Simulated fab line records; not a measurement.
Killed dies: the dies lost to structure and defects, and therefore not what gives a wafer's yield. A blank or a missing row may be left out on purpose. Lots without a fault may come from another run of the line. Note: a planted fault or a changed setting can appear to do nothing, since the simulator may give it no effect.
fab line records	flow berkeleyCmos170
record: lots: 14	wafers: 42	lastDay: 12
route steps=331 shown M2@272
lots untouched by any fault: they come from a run of this same line in which no faults occurred
startH: hours from the record's first day to the start of the lot's first wafer shown	waitH: how many hours have passed since the lot's step before this one	" identical to the entry in the row above	L1.1+2: a row that stands for several wafers	- no value, or no start given	* or withheld: withheld	< > ~ a bound
route shown NAME@n: a module of which the file shows steps, and the number in the route of the first	usual: the fault-free wafers' mean and standard deviation	same: alike in all rows	chamber/n: place in a boat	sites: the reading at each site	_std_site: the values' standard deviation	_edge_site: inner sites' mean taken away from outer sites' mean	radiusMm: for every site, how far away it sits from the centre of the wafer	mask NAME#n: copy n	behind: tool/chamber where the wafer was last shaped	hold: why the lot was held/for how many hours/how that ended	device: which transistor (n, p or np) failed to switch	end of line: tests run on the same wafers once the route is complete	for a step that has no rows: nothing shown but its recipe	killed: dies that structure and defects cost at the first sort, which is not the same as the wafer's yield	map: a wafer's dies, marking killed ones x, the rest . and places with no die _
set.NAME: the run value of the setting; set.NAME@STEP: its run value at that earlier step	model.NAME: the simulator's own value behind a step, which no gauge read
the route's steps for a sample of lots (tables are steps, rows are wafers)
services: a tool's chamber out of use, with start hour (startH, from the record's first day; less than 0 if before it), hours out, and reason
== steps ==
step: UCB170_M2_SPUTTER_01
recipe: material: Al	targetThkNm: 900	timeS: 120	powerW: 6000	chamberPressurePa: 0.5
usual: cathodeDcPowerW: 6000.0/1	throttleValvePct: 29.8/0.71
lot.wafer	tool	chamber	startH	waitH	cathodeDcPowerW	throttleValvePct
L362.2	pvdSputter-01	-	160.48	0.0	5999.8	29.3
L362.4	"	-	"	"	6001.1	30.5
L362.5	"	-	"	"	5999.6	30.0
L359.1	pvdSputter-03	-	160.60	0.0	6000.3	31.2
L359.3	"	-	"	"	6000.2	30.4
L359.5	"	-	"	"	5999.7	29.2
L361.3	pvdSputter-01	-	163.67	0.0	5997.8	28.9
L361.4	"	-	"	"	5999.5	30.1
L361.6	"	-	"	"	6000.4	28.7
L363.3	pvdSputter-02	-	189.91	0.0	5999.5	29.3
L363.4	"	-	"	"	5998.9	30.5
L363.6	"	-	"	"	5999.2	29.5
L365.1	pvdSputter-01	-	193.77	0.0	5999.3	29.3
L365.3	"	-	"	"	5999.5	29.9
L365.5	"	-	"	"	5998.9	28.7
L364.1	pvdSputter-03	-	194.05	0.0	5999.6	29.6
L364.2	"	-	"	"	6000.3	29.7
L364.3	"	-	"	"	6000.5	31.1
L368.2	pvdSputter-01	-	199.47	0.0	6000.1	30.6
L368.3	"	-	"	"	6000.5	28.6
L368.5	"	-	"	"	6001.5	30.0
L373.1	pvdSputter-01	-	227.48	0.0	4489.7	29.3
L373.4	"	-	"	"	4490.8	30.4
L373.5	"	-	"	"	4491.4	30.0
L369.3	pvdSputter-01	-	227.96	0.0	4488.7	30.5
L369.4	"	-	"	"	4490.5	29.5
L369.6	"	-	"	"	4488.4	30.5
L377.3	pvdSputter-03	-	240.87	0.0	6001.4	30.4
L377.5	"	-	"	"	5998.8	30.6
L377.6	"	-	"	"	6000.1	29.7
L378.1	pvdSputter-02	-	241.08	0.0	6001.3	29.7
L378.4	"	-	"	"	6000.8	30.7
L378.6	"	-	"	"	5999.6	29.0
L381.1	pvdSputter-02	-	265.09	0.0	6000.5	30.1
L381.4	"	-	"	"	5998.3	29.7
L381.5	"	-	"	"	6000.5	30.5
L380.2	pvdSputter-03	-	266.61	1.7	5999.1	29.1
L380.3	"	-	"	"	6000.3	31.4
L380.6	"	-	"	"	5999.7	31.4
L382.2	pvdSputter-02	-	282.28	0.0	5999.8	29.6
L382.3	"	-	"	"	6000.3	30.7
L382.4	"	-	"	"	6001.8	29.8
step: UCB170_M2_RS_MEAS_02
recipe: thkMeasGauge: four-point-probe	reads: Al_of_M2_SPUTTER_01
usual: M2_AL_RS: 0.0324/0.00032
lot.wafer	tool	chamber	startH	waitH	M2_AL_RS[ohm/sq]
L362.2	filmMetro-01	-	160.60	0.1	0.0321
L362.4	"	-	"	"	0.0320
L362.5	"	-	"	"	0.0325
L359.1	filmMetro-02	-	160.68	0.0	0.0324
L359.3	"	-	"	"	0.0320
L359.5	"	-	"	"	0.0326
L361.3	filmMetro-03	-	163.80	0.1	0.0326
L361.4	"	-	"	"	0.0322
L361.6	"	-	"	"	0.0326
L363.3	filmMetro-03	-	190.03	0.1	0.0323
L363.4	"	-	"	"	0.0329
L363.6	"	-	"	"	0.0326
L365.1	filmMetro-01	-	193.86	0.0	0.0322
L365.3	"	-	"	"	0.0324
L365.5	"	-	"	"	0.0325
L364.1	filmMetro-02	-	194.13	0.0	0.0325
L364.2	"	-	"	"	0.0331
L364.3	"	-	"	"	0.0328
L368.2	filmMetro-02	-	199.58	0.1	0.0320
L368.3	"	-	"	"	0.0327
L368.5	"	-	"	"	0.0323
L373.1	filmMetro-01	-	227.56	0.0	0.0435
L373.4	"	-	"	"	0.0432
L373.5	"	-	"	"	0.0433
L369.3	filmMetro-03	-	228.08	0.1	0.0426
L369.4	"	-	"	"	0.0431
L369.6	"	-	"	"	0.0427
L377.3	filmMetro-03	-	241.00	0.1	0.0321
L377.5	"	-	"	"	0.0320
L377.6	"	-	"	"	0.0325
L378.1	filmMetro-01	-	241.16	0.0	0.0323
L378.4	"	-	"	"	0.0326
L378.6	"	-	"	"	0.0326
L381.1	filmMetro-02	-	265.17	0.0	0.0331
L381.4	"	-	"	"	0.0327
L381.5	"	-	"	"	0.0328
L380.2	filmMetro-03	-	266.71	0.1	0.0320
L380.3	"	-	"	"	0.0322
L380.6	"	-	"	"	0.0326
L382.2	filmMetro-02	-	282.39	0.1	0.0321
L382.3	"	-	"	"	0.0324
L382.4	"	-	"	"	0.0323
step: UCB170_M2_THK_MEAS_03
recipe: thkMeasGauge: xrf	reads: Al_of_M2_SPUTTER_01
usual: M2_AL_THK: 887/11
lot.wafer	tool	chamber	startH	waitH	M2_AL_THK[nm]
L362.2	filmMetro-01	-	160.71	0.1	887
L362.4	"	-	"	"	886
L362.5	"	-	"	"	879
L359.1	filmMetro-02	-	160.80	0.1	879
L359.3	"	-	"	"	889
L359.5	"	-	"	"	873
L361.3	filmMetro-03	-	163.90	0.1	893
L361.4	"	-	"	"	902
L361.6	"	-	"	"	895
L363.3	filmMetro-03	-	190.13	0.1	901
L363.4	"	-	"	"	888
L363.6	"	-	"	"	895
L365.1	filmMetro-01	-	193.98	0.1	892
L365.3	"	-	"	"	882
L365.5	"	-	"	"	883
L364.1	filmMetro-02	-	194.25	0.1	875
L364.2	"	-	"	"	855
L364.3	"	-	"	"	861
L368.2	filmMetro-02	-	199.69	0.1	885
L368.3	"	-	"	"	868
L368.5	"	-	"	"	882
L373.1	filmMetro-01	-	227.68	0.1	656
L373.4	"	-	"	"	668
L373.5	"	-	"	"	660
L369.3	filmMetro-03	-	228.18	0.1	683
L369.4	"	-	"	"	678
L369.6	"	-	"	"	684
L377.3	filmMetro-03	-	241.10	0.1	898
L377.5	"	-	"	"	902
L377.6	"	-	"	"	893
L378.1	filmMetro-01	-	241.28	0.1	896
L378.4	"	-	"	"	885
L378.6	"	-	"	"	885
L381.1	filmMetro-02	-	265.29	0.1	861
L381.4	"	-	"	"	871
L381.5	"	-	"	"	870
L380.2	filmMetro-03	-	266.82	0.1	897
L380.3	"	-	"	"	899
L380.6	"	-	"	"	891
L382.2	filmMetro-02	-	282.50	0.1	890
L382.3	"	-	"	"	879
L382.4	"	-	"	"	884
step: UCB170_M2_METAL_ETCH_18
recipe: chemistry: Cl2/BCl3	target: Al	stopOn: SiO2	pressureMtorr: 12	targetDepthA: 11700	overEtchFrac: 0.3	timeS: 195	icpW: 600	biasW: 120	Cl2_flow_sccm: 90	bcl3FlowSccm: 45
usual: drypumpMotorCurrentA: 5.8/0.33	mfcCl2Sccm: 89.99/0.25	oesProductAu: 0.848/0.014	rfFwdPowerW: 597.7/2.1	throttleValvePct: 24.22/0.23
lot.wafer	tool	chamber	startH	waitH	drypumpMotorCurrentA	mfcCl2Sccm	oesProductAu	rfFwdPowerW	rfHoursCounterH	throttleValvePct
L362.2	rieMetal-02	1	162.98	-	6.0	90.05	0.844	597.4	0	24.09
L362.4	"	0	"	"	5.5	89.95	0.837	597.6	-	23.99
L362.5	"	1	"	"	6.1	89.59	0.839	596.9	-	24.10
L359.1	rieMetal-01	0	163.13	-	6.3	89.93	0.838	596.5	10	24.40
L359.3	"	0	"	"	6.4	90.02	0.844	598.8	-	24.40
L359.5	"	1	"	"	6.2	90.24	0.869	599.5	-	24.12
L361.3	rieMetal-02	0	166.98	-	5.5	89.99	0.833	591.9	-	24.00
L361.4	"	1	"	"	6.1	90.13	0.851	595.2	-	24.09
L361.6	"	0	"	"	5.5	90.14	0.827	596.0	-	23.98
L363.3	rieMetal-02	0	192.20	-	5.5	89.63	0.833	597.9	-	23.98
L363.4	"	0	"	"	5.5	90.08	0.819	596.6	-	23.99
L363.6	"	0	"	"	5.5	89.94	0.836	599.8	-	24.00
L365.1	rieMetal-02	0	197.30	-	5.5	89.80	0.841	597.5	9	23.98
L365.3	"	0	"	"	5.5	90.34	0.832	599.6	-	24.01
L365.5	"	0	"	"	5.5	90.04	0.820	600.8	-	23.99
L364.1	rieMetal-03	1	197.68	-	5.4	89.74	0.854	597.9	11	24.50
L364.2	"	0	"	"	5.7	90.04	0.854	596.0	8	24.57
L364.3	"	1	"	"	5.4	89.95	0.846	596.7	-	24.50
L368.2	rieMetal-03	0	201.69	-	5.7	90.03	0.865	598.3	8	24.55
L368.3	"	0	"	"	5.7	90.07	0.857	600.4	-	24.56
L368.5	"	1	"	"	5.4	90.08	0.848	597.0	-	24.50
L373.1	rieMetal-01	1	230.12	-	6.2	90.30	0.748	595.9	13	24.17
L373.4	"	0	"	"	6.3	90.16	0.727	598.6	-	24.47
L373.5	"	0	"	"	6.3	90.03	0.722	598.1	-	24.47
L369.3	rieMetal-01	1	231.08	-	6.2	90.61	0.755	599.7	-	24.16
L369.4	"	0	"	"	6.4	90.29	0.733	597.3	-	24.47
L369.6	"	0	"	"	6.3	89.62	0.723	596.2	-	24.46
L377.3	rieMetal-03	1	243.43	-	5.4	90.25	0.847	595.7	-	24.49
L377.5	"	0	"	"	5.7	90.26	0.867	597.0	-	24.55
L377.6	"	1	"	"	5.5	90.02	0.847	597.5	-	24.54
L378.1	rieMetal-01	0	243.67	-	6.3	90.24	0.835	595.0	13	24.41
L378.4	"	1	"	"	6.2	89.99	0.873	601.4	-	24.12
L378.6	"	0	"	"	6.3	90.21	0.838	596.6	-	24.40
L381.1	rieMetal-03	0	267.39	-	5.7	89.74	0.860	599.6	10	24.57
L381.4	"	0	"	"	5.7	90.20	0.856	601.1	-	24.56
L381.5	"	0	"	"	5.7	90.05	0.858	599.8	-	24.55
L380.2	rieMetal-01	0	269.43	-	6.3	90.13	0.847	596.6	14	24.38
L380.3	"	0	"	"	6.3	90.03	0.840	596.9	-	24.41
L380.6	"	1	"	"	6.3	90.44	0.877	600.3	-	24.12
L382.2	rieMetal-02	0	285.36	-	5.5	89.75	0.844	596.9	12	23.99
L382.3	"	1	"	"	6.1	90.00	0.839	596.6	-	24.09
L382.4	"	0	"	"	5.5	89.75	0.827	594.5	-	24.00
== services ==
tool	chamber	startH	hours	kind
rieMetal-01	1	166.64	5.5	repair
pvdSputter-01	-	169.44	1.5	repair
rieMetal-02	1	189.47	12.1	repair
rieMetal-03	-	216.45	2.8	pm
rieMetal-01	-	217.51	0.4	repair
rieMetal-03	1	254.77	15.1	repair
pvdSputter-01	-	262.98	13.5	repair
== key ==
firstSign: step: UCB170_M2_SPUTTER_01	reading: cathodeDcPowerW	direction: down	sigmas: 99+	usual: 6000.0	struck: 4489.9
effect: step: UCB170_M2_RS_MEAS_02	reading: M2_AL_RS	direction: up	sigmas: 34	usual: 0.0324	struck: 0.0431
effect: step: UCB170_M2_THK_MEAS_03	reading: M2_AL_THK	direction: down	sigmas: 19	usual: 887	struck: 671
effect: step: UCB170_M2_METAL_ETCH_18	reading: oesProductAu	direction: down	sigmas: 7.9	usual: 0.848	struck: 0.735
metAt UCB170_M2_SPUTTER_01
struckLots L369,L373
onsetBetween 199.47 227.48
fault: kind: processParameterDrift	tool: pvdSputter-01	chamber: -	onsetH: 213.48	steps: UCB170_M2_SPUTTER_01	channel: powerW	offset: -1509.8	shape: step	endH: 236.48	actsIn: theseRecipesOnly	stated: 6000
